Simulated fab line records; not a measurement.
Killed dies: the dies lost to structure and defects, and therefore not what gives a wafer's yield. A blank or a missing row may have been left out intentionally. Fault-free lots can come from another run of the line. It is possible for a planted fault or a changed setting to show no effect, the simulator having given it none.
Which of the tools did it? -- flow rit cmos -- 30 wafers from 10 lots sampled at 2 of the route's 202 steps

WHAT EACH GAUGE READ, for each wafer
The record holds no reading of a measuring or inspecting step that can be judged against a usual standard deviation.

WHAT TOOL EACH LOT RAN ON (gives the tool, then ch and the chambers of the sampled wafers, and finally the start)
lot,RIT_SILICIDE_WET_ETCH_05,RIT_M1_PROBE_99
L522,"wet bench-04 ch 2, day 3 07:44",-
L523,"wet bench-01 ch 0, day 3 10:36",-
L531,"wet bench-01 ch 1, day 5 04:15","prober-02, day 5 10:51"
L535,"wet bench-04 ch 3, day 6 02:31",-
L536,"wet bench-04 ch 1, day 6 07:23",-
L537,"wet bench-03 ch 1, day 6 07:58",-
L540,"wet bench-04 ch 0, day 7 04:37",-
L543,"wet bench-04 ch 0, day 7 23:21",-
L545,"wet bench-01 ch 3, day 8 02:04",-
L544,"wet bench-01 ch 1, day 8 02:17",-
- RIT_SILICIDE_WET_ETCH_05: etches Ti in SPM, time 120 s.
- RIT_M1_PROBE_99

WHAT THE TOOLS THEMSELVES READ (means of the sampled wafers that have a number; where no wafer has one, the mark that the record gives instead)
RIT_M1_PROBE_99.
lot,tool,killed at contacts,killed at front end,killed dies,killed on rim,killed open,killed short
L531,prober-02,0.0,16.7,16.7,9.3,1.3,3.0

THE ANSWER, worked out from the rows above alone
Rule: the lots themselves supply what counts as usual. Put in order of their means at a reading, lots are off if they are a third of the lots or fewer, leave a main group of 4 or more, and stand apart from it by a gap of 3 or more times the standard deviation of the main group's means; of several such gaps the widest counts. A main group whose means are all the same, to the digits that the tables above print for the reading, isn't used. Also off: a lot with no number at a reading for which 4 or more lots have one. Where the step has rows for the other lots, those lots are counted as sound. After the gauges, taken in route order, come the tools' own readings; for these a lot's mean is taken, as printed above. At the first step where some lot is off, the reading lying furthest off is the one used; lots without a number count as furthest.
None of the lots is off at any reading shown; this tells nothing.

WHAT HAD BEEN PUT IN BY THE SIMULATOR
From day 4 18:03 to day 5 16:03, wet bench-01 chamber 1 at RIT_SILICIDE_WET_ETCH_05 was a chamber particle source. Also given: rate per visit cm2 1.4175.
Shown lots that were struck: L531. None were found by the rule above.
